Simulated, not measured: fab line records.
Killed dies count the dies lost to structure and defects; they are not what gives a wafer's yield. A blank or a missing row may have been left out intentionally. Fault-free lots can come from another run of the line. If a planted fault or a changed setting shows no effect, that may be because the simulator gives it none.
8D (eight disciplines) problem report, filled in by code    flow rit_cmos    the parts of the form that need people (team, actions taken, sign-off) are left out

1. WHAT IS WRONG
Mean of spin_speed_rpm at RIT_GATE_COAT_11: 3993.4 rpm across 9 wafers in 3 lots; on wafers with no fault it is 4249.9 rpm (standard deviation 2.3). So: -99 or more standard deviations from the usual mean.
The step: resist thk 850 nm.
First observed at day 5 05:58: wafer L851.2, on litho_track-02. At this step, 21 wafers from 7 lots have a number in the record. Rule for "out" (also "out of limits"): further than 4 standard deviations from the usual mean. All remaining wafers that have a number are taken as sound.

2. WHAT IT IS AND WHAT IT IS NOT
question                     is                      is not
which readings at this step  spin_speed_rpm          dispense_pressure_kPa
which lots                   L851, L852, L854        L841, L848, L860, L862
which wafers of those lots   all that have a number  -
read on which tools          litho_track-02          litho_track-04
when                         from day 5 05:58        up to then (6 sound wafers); but 6 sound wafers of L860, L862 came after

3. SUSPECTS, AND WHAT RULES EACH OUT
Counting: any tool at a process step up to the reading is kept as a suspect provided that every lot that is out went through it and no sound lot did after the first of them.
- litho_track-02 at RIT_GATE_COAT_11 (resist thk 850 nm): kept. It ran every lot that is out, first L851 (day 5 05:58), and no sound lot after that; its last sound lot up to then is L848 (day 4 18:53). Its own spin_speed_rpm readings are out on those wafers.
Remaining after the count: litho_track-02 at RIT_GATE_COAT_11.

4. THE CAUSE (what the simulator had put in)
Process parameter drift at RIT_GATE_COAT_11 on litho_track-02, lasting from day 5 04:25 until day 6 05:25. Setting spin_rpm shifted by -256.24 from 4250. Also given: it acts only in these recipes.
After counting, this tool was the only one left.

5. THE CHAIN OF EFFECTS, in route order
Each row: a reading whose mean over the struck wafers that have a number lies more than 3 standard deviations from the usual. Scope: only readings with a usual standard deviation given in the record; hours: median across lots of the time from each lot's start at the first step in this table that gives one to its start at this step; sigmas: change in usual standard deviations.
hours  step              reading         usual       on struck wafers  change  sigmas
0      RIT_GATE_COAT_11  spin_speed_rpm  4249.9 rpm  3993.4            -256.5  -99 or more
Here are the process steps it includes:
- RIT_GATE_COAT_11: resist thk 850 nm.
Later measuring or inspecting steps at which every struck wafer that the step has a row for has a number for every such reading, and none has moved that far: RIT_GATE_CD_MEAS_16, RIT_GATE_OVL_MEAS_17.

6. HOW IT WOULD HAVE BEEN CAUGHT EARLIER
First out-of-limits reading in this record: day 5 05:58, which is 2 hours after fault onset at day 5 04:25.
